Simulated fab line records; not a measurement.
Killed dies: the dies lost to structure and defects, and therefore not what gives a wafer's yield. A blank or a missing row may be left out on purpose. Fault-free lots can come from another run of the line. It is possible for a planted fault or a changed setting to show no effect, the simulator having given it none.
Which tool did it? + flow berkeley-cmos170 + 15 lots with 45 wafers sampled at 2 steps, on a route of 331 steps

## WHAT THE GAUGES SHOWED, per wafer
UCB170_PLDD_CD_MEAS_06: the cd target is 1200 nm. Usual: cd-nm 1200.2 nm, standard deviation 1.6.
| lot  | measured     | on        | cd-nm (nm)                                | flag |
|------|--------------|-----------|-------------------------------------------|------|
| L531 | day 6 00:58  | cd-sem-01 | 1198.5 1199.7 1198.2                      |      |
| L532 | day 6 02:14  | cd-sem-02 | 1199.0 1199.3 1198.2                      |      |
| L530 | day 6 02:32  | cd-sem-01 | 1200.3 1201.1 1200.0                      |      |
| L536 | day 6 22:05  | cd-sem-01 | 1199.5 1199.5 1197.5                      |      |
| L535 | day 6 23:17  | cd-sem-01 | 1201.4 1202.0 1201.7                      |      |
| L534 | day 6 23:26  | cd-sem-01 | 1211.5 1211.5 1210.3 1211.7 1211.6 1210.2 | OFF  |
| L538 | day 7 07:58  | cd-sem-02 | 1199.3 1199.0 1198.6                      |      |
| L537 | day 7 08:14  | cd-sem-01 | 1201.9 1200.8 1201.6                      |      |
| L539 | day 7 19:43  | cd-sem-02 | 1207.6 1208.5 1208.4 1207.2 1208.8 1208.9 | OFF  |
| L542 | day 8 04:34  | cd-sem-01 | 1206.3 1208.2 1205.9 1206.3 1208.3 1205.5 | OFF  |
| L545 | day 9 08:24  | cd-sem-01 | 1201.1 1200.9 1201.8                      |      |
| L546 | day 9 14:09  | cd-sem-01 | 1201.3 1202.6 1202.2                      |      |
| L551 | day 10 06:51 | cd-sem-02 | 1199.8 1199.9 1199.8                      |      |
| L550 | day 10 07:13 | cd-sem-02 | 1202.3 1201.4 1202.2                      |      |
| L553 | day 11 01:32 | cd-sem-01 | 1199.6 1198.5 1199.6                      |      |

## WHICH TOOL RAN EACH LOT (tool, then ch and the chambers of the sampled wafers, then the start)
| lot  | UCB170_PLDD_EXPOSE_03             |
|------|-----------------------------------|
| L531 | krf-scanner-01 ch 0, day 5 23:47  |
| L532 | krf-scanner-01 ch 0, day 6 00:58  |
| L530 | krf-scanner-02 ch 0, day 6 01:13  |
| L536 | krf-scanner-02 ch 0, day 6 20:59  |
| L535 | krf-scanner-02 ch 0, day 6 21:50  |
| L534 | krf-scanner-02 ch 0, day 6 22:28  |
| L538 | krf-scanner-01 ch 0, day 7 07:08  |
| L537 | krf-scanner-01 ch 0, day 7 07:16  |
| L539 | krf-scanner-02 ch 0, day 7 18:59  |
| L542 | krf-scanner-02 ch 0, day 8 03:55  |
| L545 | krf-scanner-01 ch 0, day 9 08:01  |
| L546 | krf-scanner-01 ch 0, day 9 13:43  |
| L551 | krf-scanner-01 ch 0, day 10 06:17 |
| L550 | krf-scanner-01 ch 0, day 10 06:50 |
| L553 | krf-scanner-01 ch 0, day 11 00:49 |
- UCB170_PLDD_EXPOSE_03: exposes mask PSELECT, target cd 1200 nm.

## AS READ BY THE TOOLS THEMSELVES (means over the sampled wafers that have a number; for cases with no such wafer, the mark the record gives instead)
UCB170_PLDD_EXPOSE_03. Usual: exposure-dose-mJ-cm2 29.97, standard deviation 0.037.
| lot  | tool           | exposure-dose-mJ-cm2 | flag |
|------|----------------|----------------------|------|
| L531 | krf-scanner-01 | 29.88                |      |
| L532 | krf-scanner-01 | 29.95                |      |
| L530 | krf-scanner-02 | 30.02                |      |
| L536 | krf-scanner-02 | 30.00                |      |
| L535 | krf-scanner-02 | 29.97                |      |
| L534 | krf-scanner-02 | 31.99                | OFF  |
| L538 | krf-scanner-01 | 29.98                |      |
| L537 | krf-scanner-01 | 29.98                |      |
| L539 | krf-scanner-02 | 31.53                | OFF  |
| L542 | krf-scanner-02 | 31.26                | OFF  |
| L545 | krf-scanner-01 | 29.97                |      |
| L546 | krf-scanner-01 | 29.95                |      |
| L551 | krf-scanner-01 | 29.97                |      |
| L550 | krf-scanner-01 | 29.99                |      |
| L553 | krf-scanner-01 | 29.96                |      |

## THE ANSWER, worked out from the rows above alone
Rule: lot off if the mean of its wafers having a number is beyond 3 standard deviations from the usual mean. Also off: a lot with no number at a reading for which 4 or more lots have one. Any other lot the step has rows for is counted as sound. After the gauges, taken in route order, come the tools' own readings; for these a lot's mean is taken, as printed above. At the first step where some lot is off, the reading lying furthest off is the one used; lots without a number count as furthest.
Off at UCB170_PLDD_CD_MEAS_06 (cd-nm): L534, L539, L542.
If a tool, at a process step before that reading, ran all the lots that are off and no sound lot after the first of them, it fits. The gauges at UCB170_PLDD_CD_MEAS_06 aren't tried: what is off there is off at UCB170_PLDD_EXPOSE_03 too, on other tools, and a gauge's error can't cause that. One fits: krf-scanner-02 at UCB170_PLDD_EXPOSE_03. Its last sound lot is L535 (day 6 21:50), its first lot that is off L534 (day 6 22:28): a fault that began between those two fits.
On the lots that are off, the tool's own readings at UCB170_PLDD_EXPOSE_03 differ by more than 5 times the standard deviation of the sound lots' means, which bears it out; exposure-dose-mJ-cm2 reads 31.59 there versus 29.97 on the sound lots.

## WHAT WAS PUT IN BY THE SIMULATOR
Drift in process parameters on krf-scanner-02 at UCB170_PLDD_EXPOSE_03, starting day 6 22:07. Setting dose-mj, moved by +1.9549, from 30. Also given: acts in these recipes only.
Shown lots that were struck: L534, L539, L542. The rule given above showed the same thing.
